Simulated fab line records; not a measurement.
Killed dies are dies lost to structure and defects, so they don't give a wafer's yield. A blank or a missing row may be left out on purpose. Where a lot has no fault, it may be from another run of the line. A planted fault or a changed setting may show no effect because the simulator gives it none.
Which tool was responsible? | flow berkeley_cmos170 | Sampling: 15 lots, 45 wafers, 2 of 331 route steps

== WHAT THE GAUGES SHOWED, per wafer ==
UCB170_ACTIVE_THK_MEAS_06. Usual: ACTIVE_NITRIDE_THK typically reads 221.1 nm, with standard deviation 2.
lot  | measured     | on            | ACTIVE_NITRIDE_THK (nm) | flag
L319 | day 5 01:07  | film_metro-02 | 221.4 220.9 220.9       |
L320 | day 5 10:47  | film_metro-04 | 225.8 224.5 223.4       |
L321 | day 5 10:47  | film_metro-03 | 222.8 221.3 221.6       |
L323 | day 5 18:47  | film_metro-02 | 218.0 218.9 218.9       |
L327 | day 7 01:48  | film_metro-03 | 221.2 222.5 222.8       |
L330 | day 7 14:04  | film_metro-04 | 224.3 221.8 223.8       |
L331 | day 7 21:55  | film_metro-03 | 127.6 127.8 127.7       | OFF
L332 | day 7 21:56  | film_metro-04 | 129.7 129.0 127.2       | OFF
L333 | day 7 21:55  | film_metro-02 | 125.6 127.0 128.3       | OFF
L336 | day 8 20:50  | film_metro-04 | 222.3 223.6 223.1       |
L337 | day 9 07:48  | film_metro-02 | 221.7 222.1 222.5       |
L338 | day 9 07:48  | film_metro-04 | 222.0 221.4 223.0       |
L339 | day 9 18:52  | film_metro-04 | 218.7 219.6 217.6       |
L340 | day 9 18:54  | film_metro-03 | 224.9 224.5 226.2       |
L341 | day 10 06:32 | film_metro-03 | 221.5 220.9 219.8       |

== WHICH TOOL RAN EACH LOT (tool, then ch and the chambers of the sampled wafers, then the start) ==
lot  | UCB170_ACTIVE_CVD_05
L319 | lpcvd-02 ch 0, day 4 23:12
L320 | lpcvd-01 ch 1, day 5 08:52
L321 | lpcvd-01 ch 0, day 5 08:52
L323 | lpcvd-01 ch 0, day 5 16:51
L327 | lpcvd-01 ch 0, day 6 23:52
L330 | lpcvd-01 ch 1, day 7 12:09
L331 | lpcvd-01 ch 0, day 7 19:59
L332 | lpcvd-01 ch 1, day 7 19:59
L333 | lpcvd-01 ch 0, day 7 19:59
L336 | lpcvd-02 ch 0, day 8 18:55
L337 | lpcvd-02 ch 1, day 9 05:53
L338 | lpcvd-02 ch 1, day 9 05:53
L339 | lpcvd-02 ch 0, day 9 16:57
L340 | lpcvd-02 ch 0, day 9 16:57
L341 | lpcvd-02 ch 0, day 10 04:37
- UCB170_ACTIVE_CVD_05: deposits Si3N4 from SiH2Cl2/NH3, target thk 220 nm, time 3300 s.

== AS READ BY THE TOOLS THEMSELVES (means over the sampled wafers that have a number; for cases with no such wafer, the mark the record gives instead) ==
UCB170_ACTIVE_CVD_05. Usual: spike_tc_centre_C 802.1 C, standard deviation 1.4; spike_tc_load_C 825 C, standard deviation 3; spike_tc_source_C 824.0 C, standard deviation 2.9; susceptor_temp_C 800.1 C, standard deviation 0.37.
lot  | tool     | spike_tc_centre_C (C) | spike_tc_load_C (C) | spike_tc_source_C (C) | susceptor_temp_C (C) | flag
L319 | lpcvd-02 | 801.1                 | 828                 | 823.3                 | 799.8                |
L320 | lpcvd-01 | 800.4                 | 828                 | 820.4                 | 800.8                |
L321 | lpcvd-01 | 802.3                 | 821                 | 826.9                 | 800.2                |
L323 | lpcvd-01 | 803.2                 | 821                 | 826.6                 | 799.9                |
L327 | lpcvd-01 | 802.6                 | 821                 | 827.2                 | 800.4                |
L330 | lpcvd-01 | 801.6                 | 829                 | 820.3                 | 800.5                |
L331 | lpcvd-01 | 774.0                 | 791                 | 797.3                 | 771.0                | OFF
L332 | lpcvd-01 | 771.8                 | 799                 | 789.6                 | 771.1                | OFF
L333 | lpcvd-01 | 773.4                 | 792                 | 796.8                 | 771.1                | OFF
L336 | lpcvd-02 | 800.3                 | 827                 | 822.7                 | 799.6                |
L337 | lpcvd-02 | 803.9                 | 824                 | 826.1                 | 800.2                |
L338 | lpcvd-02 | 803.8                 | 823                 | 827.1                 | 800.0                |
L339 | lpcvd-02 | 801.6                 | 826                 | 824.2                 | 800.3                |
L340 | lpcvd-02 | 801.3                 | 824                 | 822.8                 | 799.7                |
L341 | lpcvd-02 | 802.4                 | 826                 | 822.6                 | 799.8                |

== THE ANSWER, worked out from the rows above alone ==
Rule: lot off if the mean of its wafers having a number is beyond 3 standard deviations from the usual mean. Also off: a lot with no number at a reading for which 4 or more lots have one. Where the step has rows for the other lots, those lots are counted as sound. The gauges are gone through in route order, then the tools' own readings, and for those a lot's mean is taken as printed above. At the first step where some lot is off, the reading lying furthest off is the one used; lots without a number count as furthest.
Off: L331, L332, L333, seen at UCB170_ACTIVE_THK_MEAS_06 (ACTIVE_NITRIDE_THK).
A tool fits if, at a process step before that reading, it ran every lot that is off, and no sound lot after the first of them. Not tried: the gauges at UCB170_ACTIVE_THK_MEAS_06; whatever is off there is also off at UCB170_ACTIVE_CVD_05, on other tools, and gauge error can't account for it. One fits: UCB170_ACTIVE_CVD_05 on lpcvd-01. Its last sound lot is L330 (day 7 12:09), its first lot that is off L331 (day 7 19:59): a fault that began between those two fits.
The tool's own readings at UCB170_ACTIVE_CVD_05 bear it out: on the lots that are off they differ by more than 5 times the standard deviation of the sound lots' means. spike_tc_centre_C reads 773.1 C there against 802.0 C on the sound lots; spike_tc_load_C reads 794 C there against 825 C on the sound lots; spike_tc_source_C reads 794.6 C there against 824.2 C on the sound lots; susceptor_temp_C reads 771.1 C there against 800.1 C on the sound lots.

== WHAT THE SIMULATOR PUT IN ==
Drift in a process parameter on lpcvd-01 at UCB170_ACTIVE_CVD_05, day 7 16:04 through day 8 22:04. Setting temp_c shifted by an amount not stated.
Lots struck among those shown: L333, L331, L332. The rule given above showed the same thing.
